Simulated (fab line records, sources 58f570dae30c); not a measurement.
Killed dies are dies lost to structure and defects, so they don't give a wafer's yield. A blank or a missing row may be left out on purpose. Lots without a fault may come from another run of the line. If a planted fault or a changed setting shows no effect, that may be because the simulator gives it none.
Which tool was responsible?    flow berkeley-cmos170    42 wafers from 14 lots sampled at 6 of the route's 331 steps

## WHAT EACH GAUGE READ, for each wafer
UCB170_CONTACT_CD_MEAS_90 targets a cd of 700 nm.
lot   measured      on         cd-nm (nm)
L642  day 9 11:47   cd-sem-02  699.9 700.3 698.5
L643  day 9 13:07   cd-sem-02  698.7 697.5 698.7
L646  day 10 01:52  cd-sem-02  698.3 697.7 698.6
L650  day 10 16:31  cd-sem-02  698.8 699.3 700.4
L647  day 10 17:52  cd-sem-02  701.4 699.8 699.9
L651  day 10 18:53  cd-sem-02  698.8 698.7 698.2
L652  day 11 08:54  cd-sem-02  702.6 700.2 702.0
L653  day 11 12:13  cd-sem-02  698.8 698.3 698.0
L655  day 11 19:50  cd-sem-02  701.2 701.6 703.1
L654  day 11 20:52  cd-sem-01  700.3 702.8 701.9
L657  day 11 22:53  cd-sem-01  700.2 700.9 699.1
L659  day 12 08:17  cd-sem-01  704.6 702.9 701.2
L662  day 12 20:43  cd-sem-01  700.2 703.3 701.4
L664  day 13 05:51  cd-sem-02  700.4 698.3 698.7

UCB170_M2_OVL_MEAS_16.
lot   measured      on          M2_OVL (nm)
L642  day 9 21:51   overlay-01  6 1 3
L643  day 10 00:19  overlay-02  -7 -5 0
L646  day 10 13:31  overlay-02  -13 -2 -7
L650  day 11 03:57  overlay-02  -6 -1 -8
L647  day 11 06:52  overlay-02  0 6 14
L651  day 11 05:58  overlay-02  2 1 -3
L652  day 11 19:34  overlay-02  -6 -1 -5
L653  day 12 01:58  overlay-02  1 2 -2
L655  day 12 04:03  overlay-01  0 -6 -6
L654  day 12 07:09  overlay-01  13 0 0
L657  day 12 08:41  overlay-02  1 -2 -2
L659  day 12 18:58  overlay-02  -6 -4 -3
L662  day 13 06:50  overlay-02  -1 0 -2
L664  day 13 16:09  overlay-02  4 -1 5

UCB170_M2_CD_MEAS_90 targets a cd of 700 nm.
lot   measured      on         cd-nm (nm)
L642  day 9 22:13   cd-sem-02  703.8 703.3 701.7
L643  day 10 00:41  cd-sem-01  698.5 696.4 700.5
L646  day 10 13:57  cd-sem-01  695.7 698.7 696.4
L650  day 11 04:19  cd-sem-02  698.2 699.7 697.8
L647  day 11 07:14  cd-sem-01  698.6 697.4 698.1
L651  day 11 06:34  cd-sem-02  699.7 697.6 699.8
L652  day 11 20:04  cd-sem-01  700.3 698.1 696.5
L653  day 12 02:22  cd-sem-01  708.3 702.9 700.5
L655  day 12 04:38  cd-sem-01  701.8 699.8 699.6
L654  day 12 07:33  cd-sem-01  702.4 704.3 704.7
L657  day 12 09:15  cd-sem-02  698.2 698.7 701.6
L659  day 12 19:19  cd-sem-01  690.6 693.2 703.2
L662  day 13 07:12  cd-sem-01  689.3 699.9 690.4
L664  day 13 16:34  cd-sem-01  697.5 702.5 696.4

## WHAT TOOL EACH LOT RAN ON (gives the tool, then ch and the chambers of the sampled wafers, and finally the start)
lot   UCB170_CONTACT_STRIP_06               UCB170_M2_METAL_ETCH_18            UCB170_M2_STRIP_19
L642  plasma-asher-03 ch 0,1, day 9 09:53   rie-metal-01 ch 0,1, day 9 21:56   plasma-asher-01 ch 0,1, day 9 22:07
L643  plasma-asher-04 ch 0,1, day 9 10:13   rie-metal-02 ch 0, day 10 00:23    plasma-asher-01 ch 1, day 10 00:34
L646  plasma-asher-02 ch 0,1, day 9 22:14   rie-metal-02 ch 1, day 10 13:36    plasma-asher-01 ch 0, day 10 13:51
L650  plasma-asher-03 ch 0, day 10 13:58    rie-metal-02 ch 0,1, day 11 04:02  plasma-asher-04 ch 0,1, day 11 04:13
L647  plasma-asher-02 ch 0,1, day 10 15:55  rie-metal-04 ch 1, day 11 06:57    plasma-asher-03 ch 0,1, day 11 07:08
L651  plasma-asher-03 ch 0,1, day 10 15:58  rie-metal-02 ch 1, day 11 06:13    plasma-asher-03 ch 0,1, day 11 06:26
L652  plasma-asher-04 ch 0,1, day 11 06:17  rie-metal-01 ch 0,1, day 11 19:38  plasma-asher-01 ch 0,1, day 11 19:49
L653  plasma-asher-04 ch 0,1, day 11 08:13  rie-metal-01 ch 0,1, day 12 02:05  plasma-asher-04 ch 0,1, day 12 02:15
L655  plasma-asher-03 ch 0,1, day 11 17:28  rie-metal-04 ch 0, day 12 04:14    plasma-asher-01 ch 0,1, day 12 04:31
L654  plasma-asher-02 ch 0,1, day 11 18:35  rie-metal-01 ch 0,1, day 12 07:14  plasma-asher-01 ch 0,1, day 12 07:25
L657  plasma-asher-02 ch 0,1, day 11 20:29  rie-metal-04 ch 0, day 12 08:49    plasma-asher-01 ch 0,1, day 12 09:08
L659  plasma-asher-03 ch 1, day 12 05:46    rie-metal-01 ch 0,1, day 12 19:02  plasma-asher-04 ch 0,1, day 12 19:13
L662  plasma-asher-03 ch 0,1, day 12 18:48  rie-metal-01 ch 0,1, day 13 06:55  plasma-asher-04 ch 0,1, day 13 07:06
L664  plasma-asher-03 ch 0,1, day 13 04:04  rie-metal-04 ch 0,1, day 13 16:17  plasma-asher-01 ch 0,1, day 13 16:26
- UCB170_CONTACT_STRIP_06: strips in O2.
- UCB170_M2_METAL_ETCH_18: etches Al in Cl2/BCl3, stops on SiO2, target depth 1170 nm, time 195 s.
- UCB170_M2_STRIP_19: strips in O2.

## WHAT THE TOOLS THEMSELVES READ (means of the sampled wafers that have a number; where no wafer has one, the mark that the record gives instead)
UCB170_CONTACT_STRIP_06.
lot   tool             chamber-pressure-mTorr (mTorr)  drypump-motor-current-A (A)  oes-product-au (a.u.)  strip-time-to-endpoint-s (s)
L642  plasma-asher-03  3502                            6.0                          0.736                  21.95
L643  plasma-asher-04  3500                            5.9                          0.736                  22.04
L646  plasma-asher-02  3502                            5.1                          0.738                  21.95
L650  plasma-asher-03  3501                            5.2                          0.731                  21.92
L647  plasma-asher-02  3501                            5.1                          0.734                  21.89
L651  plasma-asher-03  3499                            5.6                          0.732                  22.03
L652  plasma-asher-04  3500                            5.6                          0.736                  21.93
L653  plasma-asher-04  3497                            5.9                          0.739                  22.09
L655  plasma-asher-03  3498                            6.0                          0.736                  21.93
L654  plasma-asher-02  3498                            5.4                          0.737                  22.00
L657  plasma-asher-02  3501                            5.4                          0.734                  22.00
L659  plasma-asher-03  3498                            6.5                          0.733                  22.01
L662  plasma-asher-03  3502                            5.6                          0.738                  21.94
L664  plasma-asher-03  3499                            6.0                          0.735                  21.98

UCB170_M2_METAL_ETCH_18.
lot   tool          chamber-pressure-mTorr (mTorr)  drypump-motor-current-A (A)  oes-product-au (a.u.)  throttle-valve-pct (%)
L642  rie-metal-01  12.014                          6.0                          0.837                  24.56
L643  rie-metal-02  11.993                          5.8                          0.855                  24.60
L646  rie-metal-02  12.009                          5.3                          0.845                  24.45
L650  rie-metal-02  12.001                          5.6                          0.855                  24.56
L647  rie-metal-04  12.007                          6.7                          0.826                  24.60
L651  rie-metal-02  12.005                          5.4                          0.850                  24.45
L652  rie-metal-01  11.993                          5.9                          0.844                  24.76
L653  rie-metal-01  11.991                          5.9                          0.832                  24.77
L655  rie-metal-04  12.001                          5.2                          0.849                  24.30
L654  rie-metal-01  12.008                          5.9                          0.832                  24.77
L657  rie-metal-04  12.003                          5.2                          0.846                  24.31
L659  rie-metal-01  11.992                          6.0                          0.785                  24.58
L662  rie-metal-01  12.005                          6.0                          0.784                  24.58
L664  rie-metal-04  11.995                          5.7                          0.848                  24.36

UCB170_M2_STRIP_19.
lot   tool             chamber-pressure-mTorr (mTorr)  drypump-motor-current-A (A)  oes-product-au (a.u.)
L642  plasma-asher-01  3502                            5.1                          0.535
L643  plasma-asher-01  3502                            5.3                          0.529
L646  plasma-asher-01  3502                            5.0                          0.502
L650  plasma-asher-04  3497                            5.6                          0.524
L647  plasma-asher-03  3498                            5.6                          0.547
L651  plasma-asher-03  3503                            6.1                          0.510
L652  plasma-asher-01  3497                            5.2                          0.516
L653  plasma-asher-04  3500                            5.9                          0.531
L655  plasma-asher-01  3503                            5.2                          0.553
L654  plasma-asher-01  3499                            5.2                          0.528
L657  plasma-asher-01  3499                            5.2                          0.539
L659  plasma-asher-04  3503                            5.9                          0.411
L662  plasma-asher-04  3499                            5.9                          0.427
L664  plasma-asher-01  3501                            5.2                          0.537

## THE ANSWER, worked out from the rows above alone
Rule: what is usual is taken from the lots themselves. Put in order of their means at a reading, lots are off if they are a third of the lots or fewer, leave a main group of 4 or more, and stand apart from it by a gap of 3 or more times the standard deviation of the main group's means; of several such gaps the widest counts. The tables above print the reading to a certain number of digits; a main group whose means all agree to those digits is not used. A lot without any number at a reading at which 4 lots or more have one is off too. Any other lot the step has rows for is counted as sound. Order of review: gauges by route order, followed by the tools' own readings, for which a lot's mean as printed above is used. At the first step where some lot is off, the reading lying furthest off is the one used; lots without a number count as furthest.
Off at UCB170_M2_METAL_ETCH_18 (oes-product-au): L659, L662. Main group: mean 0.843 a.u., sd 0.009.
A tool fits if, at that step or a process step before it, it ran every lot that is off, and no sound lot after the first of them. One candidate fits, namely rie-metal-01 at UCB170_M2_METAL_ETCH_18. A fault onset in the window from L654 (day 12 07:14, its last sound lot) to L659 (day 12 19:02, its first lot off) fits.
The tool's own readings at UCB170_M2_METAL_ETCH_18 bear it out: on the lots that are off they differ by more than 5 times the standard deviation of the sound lots' means. oes-product-au reads 0.784 a.u. there against 0.843 a.u. on the sound lots.

## WHAT WAS PUT IN BY THE SIMULATOR
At UCB170_M2_METAL_ETCH_18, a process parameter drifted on rie-metal-01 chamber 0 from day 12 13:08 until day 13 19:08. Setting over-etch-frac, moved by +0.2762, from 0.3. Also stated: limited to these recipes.
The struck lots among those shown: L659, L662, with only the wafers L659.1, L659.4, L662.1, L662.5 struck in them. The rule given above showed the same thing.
